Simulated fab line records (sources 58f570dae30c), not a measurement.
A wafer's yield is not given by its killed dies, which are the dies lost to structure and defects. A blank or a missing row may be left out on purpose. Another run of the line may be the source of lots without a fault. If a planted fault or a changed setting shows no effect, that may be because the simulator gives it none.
A lot that was struck, set against a sound lot -- flow berkeleyCmos170 -- 29 out of 331 route steps
Sound: the wafers L964.1, L964.3, L964.4. Struck: wafers L970.1, L970.2, L970.3. At the end, the cause is stated.
Per side, at each step with rows, come the tool, then ch with its chambers, and then its first start. Under that, the readings that differ: sound wafers -- struck wafers -- difference of the means -- sigmas: that difference in standard deviations of wafers without a fault.
alike: words and numbers the same on both sides, and readings whose means are apart by under 2 such deviations; not compared: readings that were withheld, readings missing a value for some wafer, numbers with overlapping values and no deviation given by the record, and bounds like >300 which may hide the same value.
The two part at a step that has a row with sigmas, a row that says differs or no value, or rows on one side only. Non-overlapping numbers with no deviation appear without sigmas and do not part them. A reading that every wafer of one side lacks parts them only if that side has two wafers or more.

first, 6 steps without rows for these wafers: UCB170_PVT_HMDS_00 (prime time 60 s); UCB170_PVT_COAT_01 (resist thk 907.5 nm); UCB170_PVT_SOFTBAKE_02 (time 60 s); UCB170_PVT_EXPOSE_03 (exposes mask NWELL, target cd 3000 nm); UCB170_PVT_PEB_04; UCB170_PVT_DEVELOP_05 (develop time 45 s).
UCB170_PVT_OVL_MEAS_06:
  sound on overlay-01 at day 6 01:24; struck on overlay-01 at day 7 04:06
  alike: PVT_OVL
after that, 1 step had no rows for these wafers: UCB170_PVT_IMPLANT_07.
UCB170_PVT_STRIP_08: strips in O2.
  sound on plasmaAsher-02 ch 0,1, day 6 01:35; struck on plasmaAsher-01 ch 0,1, day 7 04:17
  alike: drypumpMotorCurrentA, oesProductAu, stripTimeToEndpointS
  not compared: rfHoursCounterH
UCB170_PVT_TW_MEAS_09:
  sound on filmMetro-01 at day 6 01:41; struck on filmMetro-03 at day 7 04:23
  alike: PVT_TW
then, 1 step without rows for these wafers: UCB170_GATE_WET_ETCH_00 (etches SiO2 in dHF, time 200 s).
UCB170_FIELD_THK_MEAS_91:
  sound on filmMetro-04 at day 6 01:49; struck on filmMetro-04 at day 7 04:31
  alike: FIELD_OXIDE_LEFT_2_THK
UCB170_GATE_OXIDATION_01: target thk 6.6 nm, ox time 1800 s.
  sound on furnace-03 ch 0, day 6 04:12; struck on furnace-01 ch 0, day 7 10:34
UCB170_GATE_THK_MEAS_02:
  sound on filmMetro-03 at day 6 05:42; struck on filmMetro-02 at day 7 12:08
reading,sound,struck,difference,sigmas
GATE_OXIDE_THK (nm),6.59 6.54 6.58,10.64 11.05 10.92,+4.30,+39
then, 2 steps without rows for these wafers: UCB170_GATE_ANNEAL_03 (time 1800 s); UCB170_GATE_CVD_04 (deposits poly-Si from SiH4, time 1440 s, target thk 214 nm).
UCB170_GATE_THK_MEAS_05:
  sound on filmMetro-03 at day 6 11:28; struck on filmMetro-03 at day 7 16:49
  alike: GATE_POLY_THK
then, 6 steps without rows for these wafers: UCB170_GATE_COAT_06; UCB170_GATE_COAT_07 (resist thk 900 nm); UCB170_GATE_SOFTBAKE_08 (time 60 s); UCB170_GATE_EXPOSE_09 (exposes mask POLY, target cd 350 nm); UCB170_GATE_PEB_10; UCB170_GATE_DEVELOP_11 (develop time 45 s).
UCB170_GATE_CD_MEAS_12 targets a cd of 350 nm.
  sound on cdSem-01 at day 6 12:46; struck on cdSem-02 at day 7 18:17
  alike: cdNm
UCB170_GATE_OVL_MEAS_13:
  sound on overlay-02 at day 6 12:53; struck on overlay-02 at day 7 18:28
  alike: GATE_OVL
UCB170_GATE_ETCH_14: etches BARC in N2/H2.
  sound on rieDiel-03 ch 0,2,3, day 6 12:55; struck on rieDiel-04 ch 1,2,3, day 7 18:31
  alike: drypumpMotorCurrentA, oesProductAu, throttleValvePct
UCB170_GATE_ETCH_15: etches poly-Si in HBr/Cl2, stops on SiO2, time 56.3 s, target depth 278.2 nm.
  sound on rieSi-01 ch 0,2,3, day 6 12:58; struck on rieSi-02 ch 0,1,3, day 7 18:33
reading,sound,struck,difference,sigmas
model.SiO2_of_GATE_OXIDATION_01.thkNm (nm),6.467 6.557 6.498,10.59 10.97 10.86,+4.30,
  alike: drypumpMotorCurrentA, oesProductAu, throttleValvePct
  not compared: rfHoursCounterH
UCB170_GATE_STRIP_16: strips in O2.
  sound on plasmaAsher-02 ch 0,1, day 6 13:01; struck on plasmaAsher-02 ch 0,1, day 7 18:36
  alike: drypumpMotorCurrentA, oesProductAu
  not compared: rfHoursCounterH
UCB170_M3_PROBE_99:
  the record holds rows for the sound wafers here (prober-02, day 8 08:51) but none for the struck ones

WHERE THEY PART
First at UCB170_GATE_THK_MEAS_02; last, within this record, at UCB170_M3_PROBE_99.

WHY: what the simulator had put in
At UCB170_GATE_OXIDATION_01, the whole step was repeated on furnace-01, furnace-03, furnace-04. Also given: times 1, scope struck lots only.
